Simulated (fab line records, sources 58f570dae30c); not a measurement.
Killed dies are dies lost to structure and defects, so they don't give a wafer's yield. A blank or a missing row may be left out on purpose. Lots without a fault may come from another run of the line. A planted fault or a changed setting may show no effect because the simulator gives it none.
Split-lot experiment | flow berkeley_cmos170 | 5 lots, 23 wafers read, on a route of 331 steps

THE SPLIT
At UCB170_CONTACT_EXPOSE_12 (exposes mask CONT, target cd 700 nm), the setting dose_mj was moved away from the recipe's 35 on 8 of the 23 wafers read, by +3.3% to +7.4%. The other wafers ran this setting at the recipe's value.

FROM THE SPLIT TO THE READING: what the file shows between them, 6 steps
- UCB170_CONTACT_PEB_13
- UCB170_CONTACT_DEVELOP_14: develop time 45 s
- UCB170_CONTACT_CD_MEAS_15: target cd 700 nm
- UCB170_CONTACT_ETCH_17: etches BARC in N2/H2
- UCB170_CONTACT_ETCH_18: etches PSG in CHF3/CF4/Ar, stops on TiSi2, target depth 840 nm, time 195 s
- UCB170_CONTACT_STRIP_19: strips in O2

THE READING
cd_nm, in nm, at UCB170_CONTACT_CD_MEAS_90 (target cd 700 nm). Fault-free wafers of this fab line usually give 700.5 nm, standard deviation 2.1 nm.

wafer  | tool, chamber at the split | dose_mj as run | against the recipe | cd_nm, nm | against lot-mates on the recipe
L074.2 | krf_scanner-02, 0          | 35             | recipe             | 700.5     | -
L074.3 | krf_scanner-02, 0          | 36.14          | +3.3%              | 708.5     | +7.7
L074.4 | krf_scanner-02, 0          | 35             | recipe             | 701.1     | -
L074.5 | krf_scanner-02, 0          | 36.14          | +3.3%              | 708.0     | +7.2
L074.6 | krf_scanner-02, 0          | 36.14          | +3.3%              | 704.7     | +3.9
L078.2 | krf_scanner-01, 0          | 35             | recipe             | 698.9     | -
L078.3 | krf_scanner-01, 0          | 35             | recipe             | 697.9     | -
L078.4 | krf_scanner-01, 0          | 35             | recipe             | 701.9     | -
L075.1 | krf_scanner-01, 0          | 35             | recipe             | 699.6     | -
L075.2 | krf_scanner-01, 0          | 35             | recipe             | 703.8     | -
L075.3 | krf_scanner-01, 0          | 35             | recipe             | 702.5     | -
L075.4 | krf_scanner-01, 0          | 35             | recipe             | 702.1     | -
L075.5 | krf_scanner-01, 0          | 35             | recipe             | 702.4     | -
L076.2 | krf_scanner-01, 0          | 37.58          | +7.4%              | 711.9     | +15.0
L076.3 | krf_scanner-01, 0          | 35             | recipe             | 696.4     | -
L076.4 | krf_scanner-01, 0          | 35             | recipe             | 694.8     | -
L076.5 | krf_scanner-01, 0          | 35             | recipe             | 699.5     | -
L076.6 | krf_scanner-01, 0          | 37.58          | +7.4%              | 710.5     | +13.6
L085.1 | krf_scanner-02, 0          | 35             | recipe             | 698.6     | -
L085.3 | krf_scanner-02, 0          | 37.37          | +6.8%              | 707.8     | +10.2
L085.4 | krf_scanner-02, 0          | 35             | recipe             | 696.5     | -
L085.5 | krf_scanner-02, 0          | 37.37          | +6.8%              | 706.2     | +8.7
L085.6 | krf_scanner-02, 0          | 37.37          | +6.8%              | 709.7     | +12.2

THE FIT
A straight line over all 23 wafers: cd_nm changes by +1.42 nm for each +1% of dose_mj; r = +0.86; the points scatter about the line by 2.6 nm.
The same after taking each lot's own level away (the mean of its wafers on the recipe; 23 wafers): +1.73 nm for each +1%; r = +0.95; scatter 1.7 nm.
On that fit, the largest move of dose_mj shifts the reading by 13 nm.
The lots' own levels span 696.90 to 702.08 nm, that is 2.5 times the standard deviation above.
So the lot-to-lot level changes the slope: the two fits differ.
Check: with one of the wafers moved furthest among these (+7.4%) left out of the fit, the line predicts +12.2 nm for it against its lot-mates. It came out at +15 nm against them.

OTHER SPLITS ON THESE WAFERS
These wafers also went through other splits before the reading. Each is held against what the fit with the lots' levels taken away leaves over:
other split on the same wafers       | wafers away from the commonest value | r with cd_nm (lot level and that fit taken away)
UCB170_PSD_IMPLANT_08 energy_kev     | 4                                    | -0.19
UCB170_NSD_EXPOSE_03 dose_mj         | 5                                    | -0.19
UCB170_NSD_IMPLANT_08 energy_kev     | 4                                    | +0.24
UCB170_CONTACT_COAT_10 resist_thk_nm | 6                                    | -0.03

THE WHOLE CHAIN: every reading that the file lists as answering this split, in the file's order
step                      | what it does         | reading                                                        | change (the file's fit)              | r (the file's)
UCB170_CONTACT_CD_MEAS_15 | target cd 700 nm     | cd_nm                                                          | +1.73 nm for each +1% of the setting | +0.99
UCB170_CONTACT_ETCH_17    | etches BARC in N2/H2 | CONTACT.cd_nm (the simulator's own value, which no gauge read) | +1.75 nm for each +1% of the setting | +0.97
UCB170_CONTACT_CD_MEAS_90 | target cd 700 nm     | cd_nm                                                          | +1.77 nm for each +1% of the setting | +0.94

THE FILE'S OWN FIT
cd_nm changes by +1.77 nm for each +1% of dose_mj, r = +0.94.
